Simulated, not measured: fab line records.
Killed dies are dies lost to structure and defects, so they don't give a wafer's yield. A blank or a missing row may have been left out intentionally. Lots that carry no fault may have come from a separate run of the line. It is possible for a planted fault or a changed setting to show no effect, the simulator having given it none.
fab line records :: flow rit_cmos :: part 2 of 2: steps 28 to 37 of 37
record
  lots=5
  wafers=15
  last_day=6
route steps=202 shown PSD@157 NSD@158 PLDD@159 NLDD@160 SILICIDE@161 CONTACT@168 M1@184
lots with no fault: from the same line, run without faults
start_h: hours from the record's opening day to when the first of the lot's shown wafers began :: wait_h: hours since the lot's step before :: " unchanged from the row above :: L1.1+2: several wafers, shown together as one row :: - no value, or no start was given :: * or withheld: withheld :: < > ~ a bound
route shown NAME@n: names a module that has steps shown in the file, with the first one's number in the route :: usual: mean/standard deviation of fault-free wafers :: same: alike in all rows :: chamber/n: place in a boat :: sites: each site's reading :: _std_site: standard deviation of those values :: _edge_site: inner sites' mean taken away from outer sites' mean :: radius_mm: for every site, how far away it sits from the centre of the wafer :: mask NAME#n: copy n :: behind: the tool/chamber that last shaped the wafer :: hold: cause of the lot's hold/its duration in hours/its outcome :: device: names the non-switching transistor (n, p or np) :: end of line: the route-end tests of the same wafers :: a step with no rows: only its recipe :: killed: dies that structure and defects cost at the first sort, which is not the same as the wafer's yield :: map: dies across one wafer; x = killed, . = not, _ = none there
set.NAME: the setting the step ran with; set.NAME@STEP: the setting that earlier step ran with :: model.NAME: the simulator's own value behind a step, which no gauge read
lots at selected steps of the route; one table per step, one row per wafer
services: when a tool's chamber went out of use (start_h, in hours from the record's first day, below 0 if earlier), for how many hours, and the reason
## steps
# step RIT_M1_SPUTTER_00
# recipe
  material=Al
  target_thk_nm=400
  power_w=2000
  chamber_pressure_pa=0.4
  gas=Ar
  time_s=500
  substrate_temp_c=25
# usual
  throttle_valve_pct=30.2/1.1
lot.wafer: L074.1
tool: pvd_sputter-04
chamber: -
start_h: 53.85
wait_h: 0.0
throttle_valve_pct: 32.1

lot.wafer: L074.5
tool: pvd_sputter-04
chamber: -
start_h: 53.85
wait_h: 0.0
throttle_valve_pct: 32.3

lot.wafer: L074.6
tool: pvd_sputter-04
chamber: -
start_h: 53.85
wait_h: 0.0
throttle_valve_pct: 30.1

lot.wafer: L075.1
tool: pvd_sputter-01
chamber: -
start_h: 59.78
wait_h: 0.0
throttle_valve_pct: 29.5

lot.wafer: L075.4
tool: pvd_sputter-01
chamber: -
start_h: 59.78
wait_h: 0.0
throttle_valve_pct: 29.9

lot.wafer: L075.5
tool: pvd_sputter-01
chamber: -
start_h: 59.78
wait_h: 0.0
throttle_valve_pct: 30.9

lot.wafer: L078.2
tool: pvd_sputter-03
chamber: -
start_h: 75.90
wait_h: 0.0
throttle_valve_pct: 28.1

lot.wafer: L078.3
tool: pvd_sputter-03
chamber: -
start_h: 75.90
wait_h: 0.0
throttle_valve_pct: 30.6

lot.wafer: L078.6
tool: pvd_sputter-03
chamber: -
start_h: 75.90
wait_h: 0.0
throttle_valve_pct: 28.2

lot.wafer: L089.3
tool: pvd_sputter-01
chamber: -
start_h: 136.87
wait_h: 0.0
throttle_valve_pct: 30.3

lot.wafer: L089.4
tool: pvd_sputter-01
chamber: -
start_h: 136.87
wait_h: 0.0
throttle_valve_pct: 31.3

lot.wafer: L089.6
tool: pvd_sputter-01
chamber: -
start_h: 136.87
wait_h: 0.0
throttle_valve_pct: 31.2

lot.wafer: L090.3
tool: pvd_sputter-04
chamber: -
start_h: 137.39
wait_h: 0.0
throttle_valve_pct: 30.1

lot.wafer: L090.4
tool: pvd_sputter-04
chamber: -
start_h: 137.39
wait_h: 0.0
throttle_valve_pct: 29.0

lot.wafer: L090.6
tool: pvd_sputter-04
chamber: -
start_h: 137.39
wait_h: 0.0
throttle_valve_pct: 29.9
# step RIT_M1_RS_MEAS_01
# recipe
  thk_meas_gauge=four-point-probe
  reads=Al_of_M1_SPUTTER_00
# usual
  M1_AL_RS=0.0731/0.00068
lot.wafer: L074.1
tool: film_metro-02
chamber: -
start_h: 54.14
wait_h: 0.1
M1_AL_RS[ohm/sq]: 0.0742

lot.wafer: L074.5
tool: film_metro-02
chamber: -
start_h: 54.14
wait_h: 0.1
M1_AL_RS[ohm/sq]: 0.0741

lot.wafer: L074.6
tool: film_metro-02
chamber: -
start_h: 54.14
wait_h: 0.1
M1_AL_RS[ohm/sq]: 0.0737

lot.wafer: L075.1
tool: film_metro-02
chamber: -
start_h: 60.07
wait_h: 0.1
M1_AL_RS[ohm/sq]: 0.0722

lot.wafer: L075.4
tool: film_metro-02
chamber: -
start_h: 60.07
wait_h: 0.1
M1_AL_RS[ohm/sq]: 0.0724

lot.wafer: L075.5
tool: film_metro-02
chamber: -
start_h: 60.07
wait_h: 0.1
M1_AL_RS[ohm/sq]: 0.0728

lot.wafer: L078.2
tool: film_metro-01
chamber: -
start_h: 76.21
wait_h: 0.2
M1_AL_RS[ohm/sq]: 0.0750

lot.wafer: L078.3
tool: film_metro-01
chamber: -
start_h: 76.21
wait_h: 0.2
M1_AL_RS[ohm/sq]: 0.0735

lot.wafer: L078.6
tool: film_metro-01
chamber: -
start_h: 76.21
wait_h: 0.2
M1_AL_RS[ohm/sq]: 0.0741

lot.wafer: L089.3
tool: film_metro-01
chamber: -
start_h: 137.21
wait_h: 0.2
M1_AL_RS[ohm/sq]: 0.0728

lot.wafer: L089.4
tool: film_metro-01
chamber: -
start_h: 137.21
wait_h: 0.2
M1_AL_RS[ohm/sq]: 0.0728

lot.wafer: L089.6
tool: film_metro-01
chamber: -
start_h: 137.21
wait_h: 0.2
M1_AL_RS[ohm/sq]: 0.0731

lot.wafer: L090.3
tool: film_metro-02
chamber: -
start_h: 137.73
wait_h: 0.2
M1_AL_RS[ohm/sq]: 0.0720

lot.wafer: L090.4
tool: film_metro-02
chamber: -
start_h: 137.73
wait_h: 0.2
M1_AL_RS[ohm/sq]: 0.0731

lot.wafer: L090.6
tool: film_metro-02
chamber: -
start_h: 137.73
wait_h: 0.2
M1_AL_RS[ohm/sq]: 0.0725
# step RIT_M1_THK_MEAS_02
# recipe
  thk_meas_gauge=xrf
  reads=Al_of_M1_SPUTTER_00
# usual
  M1_AL_THK=410/4.5
lot.wafer: L074.1
tool: film_metro-02
chamber: -
start_h: 54.26
wait_h: 0.1
M1_AL_THK[nm]: 404

lot.wafer: L074.5
tool: film_metro-02
chamber: -
start_h: 54.26
wait_h: 0.1
M1_AL_THK[nm]: 405

lot.wafer: L074.6
tool: film_metro-02
chamber: -
start_h: 54.26
wait_h: 0.1
M1_AL_THK[nm]: 407

lot.wafer: L075.1
tool: film_metro-02
chamber: -
start_h: 60.19
wait_h: 0.1
M1_AL_THK[nm]: 414

lot.wafer: L075.4
tool: film_metro-02
chamber: -
start_h: 60.19
wait_h: 0.1
M1_AL_THK[nm]: 414

lot.wafer: L075.5
tool: film_metro-02
chamber: -
start_h: 60.19
wait_h: 0.1
M1_AL_THK[nm]: 413

lot.wafer: L078.2
tool: film_metro-01
chamber: -
start_h: 76.32
wait_h: 0.1
M1_AL_THK[nm]: 398

lot.wafer: L078.3
tool: film_metro-01
chamber: -
start_h: 76.32
wait_h: 0.1
M1_AL_THK[nm]: 406

lot.wafer: L078.6
tool: film_metro-01
chamber: -
start_h: 76.32
wait_h: 0.1
M1_AL_THK[nm]: 403

lot.wafer: L089.3
tool: film_metro-01
chamber: -
start_h: 137.31
wait_h: 0.1
M1_AL_THK[nm]: 413

lot.wafer: L089.4
tool: film_metro-01
chamber: -
start_h: 137.31
wait_h: 0.1
M1_AL_THK[nm]: 413

lot.wafer: L089.6
tool: film_metro-01
chamber: -
start_h: 137.31
wait_h: 0.1
M1_AL_THK[nm]: 411

lot.wafer: L090.3
tool: film_metro-02
chamber: -
start_h: 137.83
wait_h: 0.1
M1_AL_THK[nm]: 416

lot.wafer: L090.4
tool: film_metro-02
chamber: -
start_h: 137.83
wait_h: 0.1
M1_AL_THK[nm]: 408

lot.wafer: L090.6
tool: film_metro-02
chamber: -
start_h: 137.83
wait_h: 0.1
M1_AL_THK[nm]: 411
# step RIT_M1_HMDS_03
# recipe
  prime_time_s=60
  prime_temp_c=140
# usual
  resist_line_temp_C=22.97/0.11
lot.wafer: L074.1
tool: litho_track-03
chamber: 0
start_h: 54.32
wait_h: 0.1
resist_line_temp_C: 22.99

lot.wafer: L074.5
tool: litho_track-03
chamber: 0
start_h: 54.32
wait_h: 0.1
resist_line_temp_C: 23.08

lot.wafer: L074.6
tool: litho_track-03
chamber: 0
start_h: 54.32
wait_h: 0.1
resist_line_temp_C: 23.05

lot.wafer: L075.1
tool: litho_track-04
chamber: 0
start_h: 60.25
wait_h: 0.1
resist_line_temp_C: 23.07

lot.wafer: L075.4
tool: litho_track-04
chamber: 0
start_h: 60.25
wait_h: 0.1
resist_line_temp_C: 22.94

lot.wafer: L075.5
tool: litho_track-04
chamber: 0
start_h: 60.25
wait_h: 0.1
resist_line_temp_C: 22.97

lot.wafer: L078.2
tool: litho_track-02
chamber: 0
start_h: 76.40
wait_h: 0.1
resist_line_temp_C: 22.95

lot.wafer: L078.3
tool: litho_track-02
chamber: 0
start_h: 76.40
wait_h: 0.1
resist_line_temp_C: 22.85

lot.wafer: L078.6
tool: litho_track-02
chamber: 0
start_h: 76.40
wait_h: 0.1
resist_line_temp_C: 23.17

lot.wafer: L089.3
tool: litho_track-03
chamber: 0
start_h: 137.40
wait_h: 0.1
resist_line_temp_C: 22.98

lot.wafer: L089.4
tool: litho_track-03
chamber: 0
start_h: 137.40
wait_h: 0.1
resist_line_temp_C: 23.14

lot.wafer: L089.6
tool: litho_track-03
chamber: 0
start_h: 137.40
wait_h: 0.1
resist_line_temp_C: 23.24

lot.wafer: L090.3
tool: litho_track-02
chamber: 0
start_h: 137.92
wait_h: 0.1
resist_line_temp_C: 22.96

lot.wafer: L090.4
tool: litho_track-02
chamber: 0
start_h: 137.92
wait_h: 0.1
resist_line_temp_C: 22.67

lot.wafer: L090.6
tool: litho_track-02
chamber: 0
start_h: 137.92
wait_h: 0.1
resist_line_temp_C: 23.13
# step RIT_M1_COAT_04
# recipe
  resist=NOVOLAK
  spin_rpm=2000
  resist_thk_nm=1300
# usual
  resist_line_temp_C=23.02/0.11
lot.wafer: L074.1
tool: litho_track-03
chamber: 0
start_h: 54.47
wait_h: 0.1
resist_line_temp_C: 23.05

lot.wafer: L074.5
tool: litho_track-03
chamber: 0
start_h: 54.47
wait_h: 0.1
resist_line_temp_C: 23.04

lot.wafer: L074.6
tool: litho_track-03
chamber: 0
start_h: 54.47
wait_h: 0.1
resist_line_temp_C: 23.06

lot.wafer: L075.1
tool: litho_track-04
chamber: 0
start_h: 60.40
wait_h: 0.1
resist_line_temp_C: 23.04

lot.wafer: L075.4
tool: litho_track-04
chamber: 0
start_h: 60.40
wait_h: 0.1
resist_line_temp_C: 22.97

lot.wafer: L075.5
tool: litho_track-04
chamber: 0
start_h: 60.40
wait_h: 0.1
resist_line_temp_C: 22.94

lot.wafer: L078.2
tool: litho_track-02
chamber: 0
start_h: 76.55
wait_h: 0.1
resist_line_temp_C: 22.99

lot.wafer: L078.3
tool: litho_track-02
chamber: 0
start_h: 76.55
wait_h: 0.1
resist_line_temp_C: 23.17

lot.wafer: L078.6
tool: litho_track-02
chamber: 0
start_h: 76.55
wait_h: 0.1
resist_line_temp_C: 23.06

lot.wafer: L089.3
tool: litho_track-03
chamber: 0
start_h: 137.55
wait_h: 0.1
resist_line_temp_C: 23.15

lot.wafer: L089.4
tool: litho_track-03
chamber: 0
start_h: 137.55
wait_h: 0.1
resist_line_temp_C: 23.06

lot.wafer: L089.6
tool: litho_track-03
chamber: 0
start_h: 137.55
wait_h: 0.1
resist_line_temp_C: 23.26

lot.wafer: L090.3
tool: litho_track-02
chamber: 0
start_h: 138.07
wait_h: 0.1
resist_line_temp_C: 23.10

lot.wafer: L090.4
tool: litho_track-02
chamber: 0
start_h: 138.07
wait_h: 0.1
resist_line_temp_C: 22.90

lot.wafer: L090.6
tool: litho_track-02
chamber: 0
start_h: 138.07
wait_h: 0.1
resist_line_temp_C: 23.16
# step RIT_M1_SOFTBAKE_05
# recipe
  resist=NOVOLAK
  temp_c=90
  time_s=60
# usual
  resist_line_temp_C=23.01/0.11
lot.wafer: L074.1
tool: litho_track-03
chamber: 0
start_h: 54.62
wait_h: 0.1
resist_line_temp_C: 23.00

lot.wafer: L074.5
tool: litho_track-03
chamber: 0
start_h: 54.62
wait_h: 0.1
resist_line_temp_C: 23.01

lot.wafer: L074.6
tool: litho_track-03
chamber: 0
start_h: 54.62
wait_h: 0.1
resist_line_temp_C: 23.10

lot.wafer: L075.1
tool: litho_track-04
chamber: 0
start_h: 60.55
wait_h: 0.1
resist_line_temp_C: 23.00

lot.wafer: L075.4
tool: litho_track-04
chamber: 0
start_h: 60.55
wait_h: 0.1
resist_line_temp_C: 23.03

lot.wafer: L075.5
tool: litho_track-04
chamber: 0
start_h: 60.55
wait_h: 0.1
resist_line_temp_C: 23.05

lot.wafer: L078.2
tool: litho_track-02
chamber: 0
start_h: 76.70
wait_h: 0.1
resist_line_temp_C: 22.94

lot.wafer: L078.3
tool: litho_track-02
chamber: 0
start_h: 76.70
wait_h: 0.1
resist_line_temp_C: 22.90

lot.wafer: L078.6
tool: litho_track-02
chamber: 0
start_h: 76.70
wait_h: 0.1
resist_line_temp_C: 22.89

lot.wafer: L089.3
tool: litho_track-03
chamber: 0
start_h: 137.70
wait_h: 0.1
resist_line_temp_C: 22.89

lot.wafer: L089.4
tool: litho_track-03
chamber: 0
start_h: 137.70
wait_h: 0.1
resist_line_temp_C: 22.97

lot.wafer: L089.6
tool: litho_track-03
chamber: 0
start_h: 137.70
wait_h: 0.1
resist_line_temp_C: 22.89

lot.wafer: L090.3
tool: litho_track-02
chamber: 0
start_h: 138.22
wait_h: 0.1
resist_line_temp_C: 22.98

lot.wafer: L090.4
tool: litho_track-02
chamber: 0
start_h: 138.22
wait_h: 0.1
resist_line_temp_C: 23.07

lot.wafer: L090.6
tool: litho_track-02
chamber: 0
start_h: 138.22
wait_h: 0.1
resist_line_temp_C: 23.05
# step RIT_M1_EXPOSE_06
# recipe
  mask_id=M12
  na=0.6
  source_shape=conventional
  sigma_outer=0.5
  target_cd_nm=2600
  dose_mj=250
# usual
  exposure_dose_mJ_cm2=249.87/0.22
lot.wafer: L074.1
tool: iline_stepper-01
chamber: 0
start_h: 54.90
wait_h: 0.2
mask: M12#0
exposure_dose_mJ_cm2: 249.72

lot.wafer: L074.5
tool: iline_stepper-01
chamber: 0
start_h: 54.90
wait_h: 0.2
mask: M12#0
exposure_dose_mJ_cm2: 250.05

lot.wafer: L074.6
tool: iline_stepper-01
chamber: 0
start_h: 54.90
wait_h: 0.2
mask: M12#0
exposure_dose_mJ_cm2: 249.98

lot.wafer: L075.1
tool: iline_stepper-01
chamber: 0
start_h: 60.70
wait_h: 0.1
mask: M12#0
exposure_dose_mJ_cm2: 249.76

lot.wafer: L075.4
tool: iline_stepper-01
chamber: 0
start_h: 60.70
wait_h: 0.1
mask: M12#0
exposure_dose_mJ_cm2: 250.00

lot.wafer: L075.5
tool: iline_stepper-01
chamber: 0
start_h: 60.70
wait_h: 0.1
mask: M12#0
exposure_dose_mJ_cm2: 249.69

lot.wafer: L078.2
tool: iline_stepper-02
chamber: 0
start_h: 76.97
wait_h: 0.2
mask: M12#0
exposure_dose_mJ_cm2: 249.55

lot.wafer: L078.3
tool: iline_stepper-02
chamber: 0
start_h: 76.97
wait_h: 0.2
mask: M12#0
exposure_dose_mJ_cm2: 249.63

lot.wafer: L078.6
tool: iline_stepper-02
chamber: 0
start_h: 76.97
wait_h: 0.2
mask: M12#0
exposure_dose_mJ_cm2: 249.73

lot.wafer: L089.3
tool: iline_stepper-02
chamber: 0
start_h: 137.83
wait_h: 0.1
mask: M12#0
exposure_dose_mJ_cm2: 250.16

lot.wafer: L089.4
tool: iline_stepper-02
chamber: 0
start_h: 137.83
wait_h: 0.1
mask: M12#0
exposure_dose_mJ_cm2: 249.65

lot.wafer: L089.6
tool: iline_stepper-02
chamber: 0
start_h: 137.83
wait_h: 0.1
mask: M12#0
exposure_dose_mJ_cm2: 250.03

lot.wafer: L090.3
tool: iline_stepper-01
chamber: 0
start_h: 138.48
wait_h: 0.2
mask: M12#0
exposure_dose_mJ_cm2: 250.13

lot.wafer: L090.4
tool: iline_stepper-01
chamber: 0
start_h: 138.48
wait_h: 0.2
mask: M12#0
exposure_dose_mJ_cm2: 249.53

lot.wafer: L090.6
tool: iline_stepper-01
chamber: 0
start_h: 138.48
wait_h: 0.2
mask: M12#0
exposure_dose_mJ_cm2: 249.76
# step RIT_M1_PEB_07
# recipe
  resist=NOVOLAK
  temp_c=withheld
  time_s=withheld
# usual
  resist_line_temp_C=*
lot.wafer: L074.1
tool: litho_track-03
chamber: 0
start_h: 55.01
wait_h: 0.1
resist_line_temp_C: *

lot.wafer: L074.5
tool: litho_track-03
chamber: 0
start_h: 55.01
wait_h: 0.1
resist_line_temp_C: *

lot.wafer: L074.6
tool: litho_track-03
chamber: 0
start_h: 55.01
wait_h: 0.1
resist_line_temp_C: *

lot.wafer: L075.1
tool: litho_track-04
chamber: 0
start_h: 60.82
wait_h: 0.1
resist_line_temp_C: *

lot.wafer: L075.4
tool: litho_track-04
chamber: 0
start_h: 60.82
wait_h: 0.1
resist_line_temp_C: *

lot.wafer: L075.5
tool: litho_track-04
chamber: 0
start_h: 60.82
wait_h: 0.1
resist_line_temp_C: *

lot.wafer: L078.2
tool: litho_track-03
chamber: 0
start_h: 77.27
wait_h: 0.3
resist_line_temp_C: *

lot.wafer: L078.3
tool: litho_track-03
chamber: 0
start_h: 77.27
wait_h: 0.3
resist_line_temp_C: *

lot.wafer: L078.6
tool: litho_track-03
chamber: 0
start_h: 77.27
wait_h: 0.3
resist_line_temp_C: *

lot.wafer: L089.3
tool: litho_track-04
chamber: 0
start_h: 137.96
wait_h: 0.1
resist_line_temp_C: *

lot.wafer: L089.4
tool: litho_track-04
chamber: 0
start_h: 137.96
wait_h: 0.1
resist_line_temp_C: *

lot.wafer: L089.6
tool: litho_track-04
chamber: 0
start_h: 137.96
wait_h: 0.1
resist_line_temp_C: *

lot.wafer: L090.3
tool: litho_track-04
chamber: 0
start_h: 138.61
wait_h: 0.1
resist_line_temp_C: *

lot.wafer: L090.4
tool: litho_track-04
chamber: 0
start_h: 138.61
wait_h: 0.1
resist_line_temp_C: *

lot.wafer: L090.6
tool: litho_track-04
chamber: 0
start_h: 138.61
wait_h: 0.1
resist_line_temp_C: *
# step RIT_M1_DEVELOP_08
# recipe
  resist=NOVOLAK
  develop_time_s=68
  dev_temp_c=23
# usual
  resist_line_temp_C=23.01/0.1
lot.wafer: L074.1
tool: litho_track-03
chamber: 0
start_h: -
wait_h: -
resist_line_temp_C: 23.02

lot.wafer: L074.5
tool: litho_track-03
chamber: 0
start_h: -
wait_h: -
resist_line_temp_C: 22.98

lot.wafer: L074.6
tool: litho_track-03
chamber: 0
start_h: -
wait_h: -
resist_line_temp_C: 23.05

lot.wafer: L075.1
tool: litho_track-04
chamber: 0
start_h: -
wait_h: -
resist_line_temp_C: 23.06

lot.wafer: L075.4
tool: litho_track-04
chamber: 0
start_h: -
wait_h: -
resist_line_temp_C: 22.88

lot.wafer: L075.5
tool: litho_track-04
chamber: 0
start_h: -
wait_h: -
resist_line_temp_C: 22.94

lot.wafer: L078.2
tool: litho_track-03
chamber: 0
start_h: -
wait_h: -
resist_line_temp_C: 23.16

lot.wafer: L078.3
tool: litho_track-03
chamber: 0
start_h: -
wait_h: -
resist_line_temp_C: 23.10

lot.wafer: L078.6
tool: litho_track-03
chamber: 0
start_h: -
wait_h: -
resist_line_temp_C: 23.02

lot.wafer: L089.3
tool: litho_track-04
chamber: 0
start_h: -
wait_h: -
resist_line_temp_C: 22.96

lot.wafer: L089.4
tool: litho_track-04
chamber: 0
start_h: -
wait_h: -
resist_line_temp_C: 23.05

lot.wafer: L089.6
tool: litho_track-04
chamber: 0
start_h: -
wait_h: -
resist_line_temp_C: 23.01

lot.wafer: L090.3
tool: litho_track-04
chamber: 0
start_h: -
wait_h: -
resist_line_temp_C: 22.85

lot.wafer: L090.4
tool: litho_track-04
chamber: 0
start_h: -
wait_h: -
resist_line_temp_C: 23.11

lot.wafer: L090.6
tool: litho_track-04
chamber: 0
start_h: -
wait_h: -
resist_line_temp_C: 23.06
# step RIT_M1_CD_MEAS_09
# recipe
  target_cd_nm=2600
# usual
  cd_nm=2600.1/2.5
lot.wafer: L074.1
tool: cd_sem-01
chamber: -
start_h: 55.33
wait_h: -
cd_nm: 2600.7

lot.wafer: L074.5
tool: cd_sem-01
chamber: -
start_h: 55.33
wait_h: -
cd_nm: 2601.8

lot.wafer: L074.6
tool: cd_sem-01
chamber: -
start_h: 55.33
wait_h: -
cd_nm: 2601.7

lot.wafer: L075.1
tool: cd_sem-02
chamber: -
start_h: 61.13
wait_h: -
cd_nm: 2599.6

lot.wafer: L075.4
tool: cd_sem-02
chamber: -
start_h: 61.13
wait_h: -
cd_nm: 2599.1

lot.wafer: L075.5
tool: cd_sem-02
chamber: -
start_h: 61.13
wait_h: -
cd_nm: 2599.1

lot.wafer: L078.2
tool: cd_sem-01
chamber: -
start_h: 77.58
wait_h: -
cd_nm: 2602.3

lot.wafer: L078.3
tool: cd_sem-01
chamber: -
start_h: 77.58
wait_h: -
cd_nm: 2600.9

lot.wafer: L078.6
tool: cd_sem-01
chamber: -
start_h: 77.58
wait_h: -
cd_nm: 2603.2

lot.wafer: L089.3
tool: cd_sem-01
chamber: -
start_h: 138.27
wait_h: -
cd_nm: 2599.0

lot.wafer: L089.4
tool: cd_sem-01
chamber: -
start_h: 138.27
wait_h: -
cd_nm: 2602.1

lot.wafer: L089.6
tool: cd_sem-01
chamber: -
start_h: 138.27
wait_h: -
cd_nm: 2598.5

lot.wafer: L090.3
tool: cd_sem-02
chamber: -
start_h: 138.91
wait_h: -
cd_nm: 2595.7

lot.wafer: L090.4
tool: cd_sem-02
chamber: -
start_h: 138.91
wait_h: -
cd_nm: 2596.1

lot.wafer: L090.6
tool: cd_sem-02
chamber: -
start_h: 138.91
wait_h: -
cd_nm: 2597.5
## services
tool: pvd_sputter-03
chamber: -
start_h: 31.13
hours: 3.1
kind: repair

tool: rie_diel-03
chamber: 3
start_h: 35.25
hours: 9.1
kind: repair

tool: plasma_asher-02
chamber: -
start_h: 43.78
hours: 0.9
kind: repair

tool: pecvd-02
chamber: 2
start_h: 46.33
hours: 5.2
kind: repair

tool: rie_diel-03
chamber: -
start_h: 48.09
hours: 2.5
kind: repair

tool: pecvd-02
chamber: -
start_h: 50.36
hours: 0.5
kind: repair

tool: pvd_sputter-02
chamber: -
start_h: 56.50
hours: 3.8
kind: repair

tool: rie_diel-04
chamber: 0
start_h: 58.18
hours: 22.7
kind: repair

tool: iline_stepper-01
chamber: -
start_h: 58.87
hours: 1.7
kind: pm

tool: pecvd-03
chamber: -
start_h: 61.37
hours: 2.8
kind: pm

tool: iline_stepper-02
chamber: -
start_h: 67.08
hours: 4.4
kind: pm

tool: rie_diel-03
chamber: 1
start_h: 75.40
hours: -
kind: clean

tool: rie_diel-03
chamber: 1
start_h: 75.40
hours: 16.6
kind: scheduled_down

tool: rie_diel-03
chamber: 1
start_h: 75.40
hours: 16.6
kind: vent_cycle

tool: rtp_anneal-02
chamber: -
start_h: 83.96
hours: 29.6
kind: pm

tool: iline_stepper-01
chamber: -
start_h: 89.14
hours: 1.5
kind: repair

tool: pvd_sputter-01
chamber: -
start_h: 101.58
hours: 5.3
kind: repair

tool: iline_stepper-01
chamber: 0
start_h: 108.09
hours: -
kind: calibration

tool: rie_diel-03
chamber: 3
start_h: 109.55
hours: -
kind: clean

tool: rie_diel-03
chamber: -
start_h: 111.51
hours: 1.0
kind: repair

tool: rie_diel-04
chamber: 3
start_h: 127.92
hours: 6.3
kind: repair

tool: rie_diel-01
chamber: 2
start_h: 132.48
hours: 1.5
kind: repair

tool: rie_diel-04
chamber: 0
start_h: 133.90
hours: 50.4
kind: repair

tool: rie_diel-01
chamber: 3
start_h: 136.69
hours: 4.3
kind: repair
